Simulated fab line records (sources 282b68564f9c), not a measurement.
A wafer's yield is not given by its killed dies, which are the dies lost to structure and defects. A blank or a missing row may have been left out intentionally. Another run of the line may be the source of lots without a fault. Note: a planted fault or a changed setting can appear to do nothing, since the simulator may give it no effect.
A lot that was struck, set against a sound lot	flow rit cmos	15 out of 202 route steps
Sound: the wafers L973.1, L973.4, L973.5. Wafers L985.1, L985.2, L985.6 were the ones struck. The cause is named last.
At each step with rows: each side's tool, then ch and its chambers, then its first start. Under that, the readings that differ: sound wafers	struck wafers	difference of the means	sigmas: that difference in standard deviations of wafers without a fault.
alike: a reading whose means differ by less than 2 such deviations, as well as words and numbers matching on both sides. not compared: withheld readings; readings where some wafer has no value; bounds like >300 that might hide an equal value; numbers whose values overlap and for which the record gives no deviation.
Wherever a step has rows on one side only, a row that says differs or no value, or a row with sigmas, the two part there. Non-overlapping numbers with no deviation appear without sigmas and do not part them. A reading missing from all wafers of one side parts the sides only when that side holds two or more wafers.

RIT_FOX2_THK_MEAS_01:
  sound: film metro-01 at day 1 23:20; struck: film metro-03 at day 4 12:32
  alike: FOX2_OXIDE_THK
then, 2 steps without rows for these wafers: RIT_FOX2_CLEAN_02 (cleans in dHF, time 180 s); RIT_FOX2_WET_ETCH_03 (etches Si3N4 in H3PO4, target depth 195 nm, time 2700 s).
RIT_FOX2_THK_MEAS_90:
  sound: film metro-03 at day 2 00:17; struck: film metro-01 at day 4 13:28
  alike: FIELD_OXIDE_LEFT_1_THK
then, 6 steps without rows for these wafers: RIT_NWELL_HMDS_00 (prime time 60 s); RIT_NWELL_COAT_01 (resist thk 1300 nm); RIT_NWELL_SOFTBAKE_02 (time 60 s); RIT_NWELL_EXPOSE_03 (exposes mask M2, target cd 43900 nm); RIT_NWELL_PEB_04; RIT_NWELL_DEVELOP_05 (develop time 68 s).
RIT_NWELL_OVL_MEAS_06:
  sound: overlay-01 at day 2 01:23; struck: overlay-02 at day 4 14:25
  alike: NWELL_OVL
then, 1 step without rows for these wafers: RIT_NWELL_HARDBAKE_07 (time 120 s).
RIT_NWELL_IMPLANT_08:
  sound on implanter-04 ch 0, day 2 01:40; struck on implanter-02 ch 0, day 4 14:42
reading	sound	struck	difference	sigmas
beam energy keV	170.05 169.98 169.91	152.97 153.04 153.10	-16.94	-99 or more
model.implant.rp nm (nm)	208 208 208	188.5 188.5 188.5	-19.5	
model.implant.drp nm (nm)	68.82 68.82 68.82	63.67 63.67 63.67	-5.15	
  alike: dose ions cm2
RIT_NWELL_STRIP_09: strips in O2, time 180 s.
  sound on plasma asher-03 ch 0, day 2 01:49; struck on plasma asher-03 ch 0,1, day 4 14:51
  alike: drypump motor current A
  not compared: rf hours counter h
RIT_M1_PROBE_99:
  sound: prober-02 at day 3 15:49; struck: prober-02 at day 6 06:14
reading	sound	struck	difference	sigmas
killed at contacts	0 0 0	2 0 0	+1	+3
model.etest.field p metal.vt v (V)	-28.09 -28.3 -28.3	-26.76 -26.36 -26.66	+1.64	
model.etest.field p.vt v (V)	-12.12 -12.13 -12.19	-11.69 -11.67 -11.59	+0.50	
model.etest.iso nwell nwell.bv v (V)	22.17 22.25 22.02	22.33 22.59 22.28	+0.25	
model.etest.pmos narrow.vt less v (V)	0.02209 0.01961 0.02126	0.02956 0.02942 0.02875	+0.00826	
  alike: killed at front end, killed dies, killed open, killed short

WHERE THEY PART
At RIT_NWELL_IMPLANT_08 first; at RIT_M1_PROBE_99 last (within this record only).

WHY: whatever the simulator had introduced
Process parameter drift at RIT_NWELL_IMPLANT_08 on implanter-02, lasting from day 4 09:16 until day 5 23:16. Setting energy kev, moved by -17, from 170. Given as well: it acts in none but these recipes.
